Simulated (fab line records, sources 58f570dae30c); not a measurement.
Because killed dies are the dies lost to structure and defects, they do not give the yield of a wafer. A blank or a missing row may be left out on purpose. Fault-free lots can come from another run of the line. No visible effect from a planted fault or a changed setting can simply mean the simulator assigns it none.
Which of the tools did it? -- flow berkeley_cmos170 -- Sampling: 7 lots, 21 wafers, 3 of 331 route steps

== WHAT THE GAUGES READ, wafer by wafer ==
UCB170_V2_CD_MEAS_90: the cd target is 700 nm.
lot,measured,on,cd_nm (nm)
L727,day 8 14:32,cd_sem-01,703.6 701.9 701.3
L729,day 9 08:46,cd_sem-01,698.5 699.2 699.0
L733,day 9 21:29,cd_sem-01,700.1 700.5 701.2
L736,day 11 08:06,cd_sem-01,700.5 701.1 699.1
L737,day 11 07:53,cd_sem-01,696.9 699.5 699.2
L746,day 12 11:03,cd_sem-01,700.5 701.2 702.4
L747,day 12 12:07,cd_sem-01,699.5 700.7 701.5

== WHAT TOOL EACH LOT RAN ON (gives the tool, then ch and the chambers of the sampled wafers, and finally the start) ==
lot,UCB170_FIELD_CLEAN_00,UCB170_SILICIDE_RTA_04
L727,"wet_bench-03 ch 1, day 5 07:19","rtp_anneal-02 ch 0, day 7 20:03"
L729,"wet_bench-03 ch 2, day 6 06:37","rtp_anneal-01 ch 0, day 8 15:08"
L733,"wet_bench-02 ch 2, day 6 12:52","rtp_anneal-02 ch 0, day 9 01:09"
L736,"wet_bench-01 ch 2, day 7 07:51","rtp_anneal-02 ch 0, day 10 06:19"
L737,"wet_bench-03 ch 1, day 7 12:20","rtp_anneal-02 ch 0, day 10 05:59"
L746,"wet_bench-02 ch 3, day 8 20:28","rtp_anneal-01 ch 0, day 11 18:07"
L747,"wet_bench-02 ch 1, day 8 20:53","rtp_anneal-02 ch 0, day 11 18:23"
- UCB170_FIELD_CLEAN_00: cleans in dHF, time 7.5 s.
- UCB170_SILICIDE_RTA_04: time 15 s.

== THE ANSWER, worked out from the rows above alone ==
Rule: the lots themselves supply what counts as usual. Put in order of their means at a reading, lots are off if they are a third of the lots or fewer, leave a main group of 4 or more, and stand apart from it by a gap of 3 or more times the standard deviation of the main group's means; of several such gaps the widest counts. A main group whose means are all the same, to the digits that the tables above print for the reading, isn't used. Also off: a lot with no number at a reading for which 4 or more lots have one. All remaining lots with rows at the step are treated as sound.
Across all readings shown, no lot is off: no conclusion can be drawn from this.

== WHAT THE SIMULATOR HAD PUT IN ==
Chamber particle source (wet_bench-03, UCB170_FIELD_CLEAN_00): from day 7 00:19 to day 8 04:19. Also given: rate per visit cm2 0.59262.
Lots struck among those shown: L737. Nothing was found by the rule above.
